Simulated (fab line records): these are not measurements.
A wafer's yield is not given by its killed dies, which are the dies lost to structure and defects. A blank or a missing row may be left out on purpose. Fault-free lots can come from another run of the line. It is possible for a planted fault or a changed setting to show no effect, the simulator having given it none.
Code-filled problem report in 8D (eight disciplines) form	flow berkeleyCmos170	the parts of the form that need people (team, actions taken, sign-off) are left out

1. THE PROBLEM
Across 9 wafers from 3 lots, PSD_RS at UCB170_SDANNEAL_RS_MEAS_02 averages 71.8 ohm/sq, while fault-free wafers read 75.5 ohm/sq with a standard deviation of 0.33. That is -11 standard deviations from the usual mean.
The step: measures by four-point-probe.
Earliest sighting: wafer L304.2 on filmMetro-02 at day 10 18:25. At this step, 45 wafers from 15 lots have a number in the record. By rule, "out" or "out of limits" means more than 4 standard deviations away from the usual mean. The other wafers with a number count as sound.

2. WHAT IT IS; WHAT IT IS NOT
question	is	is not
which readings at this step	PSD_RS	-
which lots	L304, L306, L309	L293, L294, L295, L296, L297, L298, L299, L300, L301, L302, L308, L313
which wafers of those lots	all that have a number	-
read on which gauges	filmMetro-01, filmMetro-02	filmMetro-03
when	from day 10 18:25	up to then (30 sound wafers); but 6 sound wafers of L308, L313 came after

3. SUSPECTS, AND WHAT RULES EACH OUT
Counting: a tool stays on the suspect list if, at a process step up to the reading, it processed all lots that are out and no sound lot following the first of them.
- ruled out: the gauge at UCB170_SDANNEAL_RS_MEAS_02. Those wafers that are out were read across 2 gauges (filmMetro-01, filmMetro-02).
- rtpAnneal-02 at UCB170_SDANNEAL_RTA_01 (time 5 s): kept. It ran every lot that is out, first L304 (day 10 18:21), and no sound lot after that; its last sound lot up to then is L302 (day 10 01:23).
Remaining after the count: rtpAnneal-02 at UCB170_SDANNEAL_RTA_01.

4. THE CAUSE (what the simulator had put in)
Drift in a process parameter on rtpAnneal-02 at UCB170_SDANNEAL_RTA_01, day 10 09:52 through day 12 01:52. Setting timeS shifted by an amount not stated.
Only this tool survived the counting.

5. THE CHAIN OF EFFECTS, in route order
One row per reading whose mean, taken over the struck wafers that have a number, lies over 3 standard deviations from the usual. Readings are gone through only where the record gives a usual standard deviation; hours: the median, over the lots, of the time from a lot's start at the first step in this table giving one to that lot's start at this step; sigmas: the change measured in usual standard deviations.
hours	step	reading	usual	on struck wafers	change	sigmas
0	UCB170_SDANNEAL_RS_MEAS_02	PSD_RS	75.5 ohm/sq	71.8	-3.7	-11
7	UCB170_SDANNEAL_RS_MEAS_03	NSD_RS	37.54 ohm/sq	36.77	-0.77	-9.5

6. WHAT WOULD HAVE CAUGHT IT SOONER
Counted from the fault's start at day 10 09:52, it took 9 hours until the first out-of-limits reading at a measuring or inspecting step in this record, taken at day 10 18:25.
Of the tool readings at UCB170_SDANNEAL_RTA_01 for which the record gives a usual standard deviation, none was out on any struck wafer, so an alarm limit of 4 standard deviations on them would not have fired.
Of the lots that are out (3), L306, L309 began UCB170_SDANNEAL_RTA_01 on rtpAnneal-02 after day 10 18:25. A hold on the tool at that time would have spared those 2.
